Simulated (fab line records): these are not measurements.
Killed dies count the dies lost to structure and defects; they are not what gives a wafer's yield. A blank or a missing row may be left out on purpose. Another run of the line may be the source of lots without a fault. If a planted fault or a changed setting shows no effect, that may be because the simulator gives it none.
Code-filled problem report in 8D (eight disciplines) form || flow rit_cmos || the parts of the form that need people (team, actions taken, sign-off) are left out

## 1. WHAT WENT WRONG
SILICIDE_TI_RS at RIT_SILICIDE_RS_MEAS_02 reads a mean of 43.3 ohm/sq on 1 wafer of 1 lot; wafers without a fault read 49.7 ohm/sq with a standard deviation of 0.63. That is -10 standard deviations from the usual mean.
The step: measures by four-point-probe.
Earliest sighting: wafer L380.6 on film_metro-02 at day 6 17:00. At this step, 39 wafers from 13 lots have a number in the record. Rule for "out", or "out of limits": more than 4 standard deviations from the usual mean. The other wafers with a number count as sound.

## 2. WHAT IT IS AND WHAT IT IS NOT
{"question": "which readings at this step", "is": "SILICIDE_TI_RS", "is not": "-"}
{"question": "which lots", "is": "L380", "is not": "L365, L366, L368, L369, L370, L372, L377, L382, L383, L384, L386, L388"}
{"question": "which wafers of those lots", "is": "L380.6", "is not": "L380.1, L380.2"}
{"question": "read on which gauges", "is": "film_metro-02", "is not": "film_metro-03, film_metro-04"}
{"question": "when", "is": "from day 6 17:00", "is not": "up to then (23 sound wafers); but 15 sound wafers of L382, L383, L384, L386, L388 came after"}

## 3. THE SUSPECTS, EACH WITH WHAT RULES IT OUT
Counting: a tool at a process step up to the reading stays a suspect if it ran every lot that is out. Sound lots after the first of them don't rule it out here, since some wafers of a struck lot are sound.
- the gauge at RIT_SILICIDE_RS_MEAS_02: kept. All the wafers that are out were read on film_metro-02, and no step on other tools shows them out.
- plasma_asher-02 at RIT_NLDD_STRIP_09 (strips in O2, time 180 s): kept. It ran the lot that is out, L380 (day 6 08:06); its last sound lot up to then is L369 (day 3 18:38).
- pvd_sputter-03 at RIT_SILICIDE_SPUTTER_01 (material Ti, target thk 30 nm, time 240 s): kept. It ran the lot that is out, L380 (day 6 16:51); its last sound lot up to then is L372 (day 4 16:55).
Left after counting: plasma_asher-02 at RIT_NLDD_STRIP_09, pvd_sputter-03 at RIT_SILICIDE_SPUTTER_01, film_metro-02 at RIT_SILICIDE_RS_MEAS_02.

## 4. THE CAUSE (what the simulator had put in)
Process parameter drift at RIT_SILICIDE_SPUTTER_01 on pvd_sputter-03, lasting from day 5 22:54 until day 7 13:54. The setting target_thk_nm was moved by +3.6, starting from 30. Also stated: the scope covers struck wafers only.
After counting, 3 suspects remain, this tool included.

## 5. SEQUENCE OF EFFECTS, ordered by route
Each row: a reading where the mean over the struck wafers with a number is more than 3 standard deviations away from the usual. Only readings for which the record gives a usual standard deviation are gone through. hours: the time from each lot's start at the first step in this table that gives one to its start at this step, as a median over the lots. sigmas: the change in usual standard deviations.
{"hours": 0, "step": "RIT_SILICIDE_RS_MEAS_02", "reading": "SILICIDE_TI_RS", "usual": "49.7 ohm/sq", "on struck wafers": 43.3, "change": -6.4, "sigmas": -10}
{"hours": 0, "step": "RIT_SILICIDE_THK_MEAS_03", "reading": "SILICIDE_TI_THK", "usual": "29.2 nm", "on struck wafers": 32.8, "change": "+3.6", "sigmas": "+12"}

## 6. WHAT WOULD HAVE CAUGHT IT SOONER
18 hours passed between the start of the fault at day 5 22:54 and the first reading out of limits at a measuring or inspecting step in this record, taken at day 6 17:00.
An alarm limit of 4 standard deviations would not have fired on the tool readings at RIT_SILICIDE_SPUTTER_01 for which the record gives a usual standard deviation, since none of them was out on any struck wafer.
By day 6 17:00, every lot that is out (1) had started RIT_SILICIDE_SPUTTER_01 on pvd_sputter-03. Holding the tool at that point would not have protected any of them.
